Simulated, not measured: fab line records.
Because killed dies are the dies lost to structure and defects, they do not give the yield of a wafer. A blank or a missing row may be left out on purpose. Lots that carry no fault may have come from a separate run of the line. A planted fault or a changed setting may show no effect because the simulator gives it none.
fab line records + flow rit-cmos
[record]
- lots = 13
- wafers = 39
- last-day = 8
route steps=202 shown NSD@134 M1@202
lots that met no fault: from a run of the same line without faults
start-h: hours from the record's opening day to when the first of the lot's shown wafers began + wait-h: hours since the lot's step before + " identical to the entry in the row above + L1.1+2: a row that stands for several wafers + - value missing, or start not given + * or withheld: withheld + < > ~ a bound
route shown NAME@n: NAME is a module with steps in the file, n the number in the route of the first one + usual: mean/standard deviation of fault-free wafers + same: alike in all rows + chamber/n: place in a boat + sites: per-site readings + _std_site: standard deviation of those values + _edge_site: inner sites' mean taken away from outer sites' mean + radius-mm: how far each site lies from the wafer's centre + mask NAME#n: copy n + behind: the last tool/chamber to shape the wafer + hold: why the lot was held/for how many hours/how that ended + device: which transistor (n, p or np) failed to switch + end of line: the tests these same wafers got at the end of their route + for a step that has no rows: nothing shown but its recipe + killed: the dies lost at the first sort to structure and to defects; this is not the yield of the wafer + map: per-die view of a wafer (x killed, . not killed, _ where there is no die)
set.NAME: the setting that was run; set.NAME@STEP: the one run at that earlier step + model.NAME: the simulator's own value behind a step, which no gauge read
a sample of lots followed through the steps of the route, with each step as a table and each wafer as a row
services: when a tool's chamber went out of use (start-h, in hours from the record's first day, below 0 if earlier), for how many hours, and the reason
[[steps]]
[step RIT_NSD_EXPOSE_03]
[recipe]
- mask-id = M9
- na = 0.57
- target-cd-nm = 40700
- dose-mj = 250
[usual]
- reticle-temp-C = 22.98/0.1
| lot.wafer | tool             | chamber | start-h | wait-h | mask    | reticle-temp-C |
|-----------|------------------|---------|---------|--------|---------|----------------|
| L154.4    | iline-stepper-01 | 0       | 65.78   | 0.2    | M9#0    | 23.03          |
| L154.5    | "                | 0       | "       | "      | M9#0    | 22.91          |
| L154.6    | "                | 0       | "       | "      | M9#0    | 23.00          |
| L155.3    | iline-stepper-02 | 0       | 66.01   | 0.2    | M9#0    | 22.89          |
| L155.4    | "                | 0       | "       | "      | M9#0    | 23.01          |
| L155.5    | "                | 0       | "       | "      | M9#0    | 22.91          |
| L157.2    | iline-stepper-01 | 0       | 80.19   | 0.1    | M9_R1#0 | 22.89          |
| L157.4    | "                | 0       | "       | "      | M9_R1#0 | 22.81          |
| L157.6    | "                | 0       | "       | "      | M9_R1#0 | 23.09          |
| L158.1    | iline-stepper-01 | 0       | 84.94   | 0.1    | M9#0    | 22.97          |
| L158.3    | "                | 0       | "       | "      | M9#0    | 22.96          |
| L158.4    | "                | 0       | "       | "      | M9#0    | 22.83          |
| L159.3    | iline-stepper-01 | 0       | 90.56   | 0.1    | M9#0    | 23.17          |
| L159.4    | "                | 0       | "       | "      | M9#0    | 23.01          |
| L159.5    | "                | 0       | "       | "      | M9#0    | 23.03          |
| L166.2    | iline-stepper-01 | 0       | 122.60  | 0.1    | M9#0    | 23.00          |
| L166.3    | "                | 0       | "       | "      | M9#0    | 23.03          |
| L166.4    | "                | 0       | "       | "      | M9#0    | 23.04          |
| L168.4    | iline-stepper-01 | 0       | 130.54  | 0.2    | M9#0    | 23.11          |
| L168.5    | "                | 0       | "       | "      | M9#0    | 23.02          |
| L168.6    | "                | 0       | "       | "      | M9#0    | 22.90          |
| L170.1    | iline-stepper-01 | 0       | 139.57  | 0.1    | M9#0    | 23.27          |
| L170.2    | "                | 0       | "       | "      | M9#0    | 23.14          |
| L170.6    | "                | 0       | "       | "      | M9#0    | 23.11          |
| L171.1    | iline-stepper-01 | 0       | 141.23  | 0.3    | M9#0    | 22.92          |
| L171.2    | "                | 0       | "       | "      | M9#0    | 23.14          |
| L171.6    | "                | 0       | "       | "      | M9#0    | 22.88          |
| L172.1    | iline-stepper-02 | 0       | 145.52  | 0.2    | M9#0    | 23.00          |
| L172.2    | "                | 0       | "       | "      | M9#0    | 23.01          |
| L172.3    | "                | 0       | "       | "      | M9#0    | 23.06          |
| L173.1    | iline-stepper-01 | 0       | 153.19  | 0.2    | M9#0    | 22.87          |
| L173.3    | "                | 0       | "       | "      | M9#0    | 23.07          |
| L173.6    | "                | 0       | "       | "      | M9#0    | 22.76          |
| L175.1    | iline-stepper-02 | 0       | 170.43  | 0.1    | M9#0    | 22.96          |
| L175.2    | "                | 0       | "       | "      | M9#0    | 23.06          |
| L175.4    | "                | 0       | "       | "      | M9#0    | 22.95          |
| L176.1    | iline-stepper-01 | 0       | 171.50  | 0.2    | M9#0    | 22.88          |
| L176.2    | "                | 0       | "       | "      | M9#0    | 22.92          |
| L176.3    | "                | 0       | "       | "      | M9#0    | 22.96          |
[step RIT_M1_PROBE_99]
[usual]
- killed-at-contacts = 0.0/0.16
- killed-at-front-end = 7.5/2.8
- killed-dies = 7.6/2.9
- killed-open = 3.7/2
- killed-short = 3.8/2
[same]
- gross-dies = 264
- killed_at_M0_to_M3 = 0
- killed_at_M4_up = 0
- killed-at-back-side = 0
- killed-at-other = 0
| lot.wafer | tool      | chamber | start-h | wait-h | killed-at-contacts | killed-at-front-end | killed-dies | killed-open | killed-short |
|-----------|-----------|---------|---------|--------|--------------------|---------------------|-------------|-------------|--------------|
| L166.2    | prober-02 | -       | 134.13  | 0.1    | 0                  | 10                  | 10          | 4           | 6            |
| L166.3    | prober-02 | -       | 134.18  | 0.2    | 0                  | 11                  | 11          | 4           | 7            |
| L166.4    | prober-02 | -       | 134.23  | 0.2    | 0                  | 8                   | 8           | 5           | 3            |
| L173.1    | prober-02 | -       | 163.24  | 0.1    | 0                  | 8                   | 8           | 3           | 5            |
| L173.3    | prober-02 | -       | 163.34  | 0.2    | 0                  | 4                   | 4           | 2           | 2            |
| L173.6    | prober-02 | -       | 163.49  | 0.2    | 0                  | 12                  | 12          | 4           | 8            |
// killed by level:class
L166.2 FOX2:geometric-particle:short=3 FOX2:geometric-particle:open=3 GATE:geometric-particle:short=2 FOX1:geometric-particle:short=1 REOX:geometric-particle:open=1
L166.3 GATE:geometric-particle:short=3 FOX2:geometric-particle:short=2 FOX2:geometric-particle:open=2 FOX1:geometric-particle:open=1 GATE:geometric-particle:open=1 SPACER:geometric-particle:short=1 SILICIDE:geometric-particle:short=1
L166.4 GATE:geometric-particle:short=3 GATE:geometric-particle:open=2 FOX1:geometric-particle:open=1 FOX2:geometric-particle:open=1 REOX:geometric-particle:open=1
L173.1 SPACER:geometric-particle:short=3 GATE:geometric-particle:short=2 FOX1:geometric-particle:open=1 GATE:geometric-particle:open=1 SILICIDE:geometric-particle:open=1
L173.3 FOX1:geometric-particle:open=1 FOX2:geometric-particle:open=1 GATE:geometric-particle:short=1 SPACER:geometric-particle:short=1
L173.6 GATE:geometric-particle:short=4 REOX:geometric-particle:open=2 SILICIDE:geometric-particle:short=2 FOX2:geometric-particle:open=1 GATE:geometric-particle:open=1 REOX:geometric-particle:short=1 SPACER:geometric-particle:short=1
[[services]]
| tool             | chamber | start-h | hours | kind |
|------------------|---------|---------|-------|------|
| iline-stepper-02 | -       | 49.40   | 1.7   | pm   |
| iline-stepper-01 | -       | 53.14   | 1.7   | pm   |
| iline-stepper-02 | -       | 114.79  | 28.9  | pm   |
[[key]]
[first-sign]
- step = RIT_NSD_EXPOSE_03
- reading = mask
- direction = changed
effect none on later readings
met-at RIT_NSD_EXPOSE_03
struck-lots L157
tester-left-out L157
onset-between 65.78 80.19
[fault]
- kind = wrong-mask
- tool = any
- chamber = -
- onset-h = 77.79
- steps = RIT_NSD_EXPOSE_03
- aux-copy = M9_R1#0
- cd-offset-nm = -350
- scope = struck-lots-only
// tester-left-out: of these lots the tester's yield and bins aren't shown, on N5 and GAA mostly nor the transistor test; their killed dies are dies lost to structure and defects alone, not to doping, threshold or leakage, so they don't give the yield
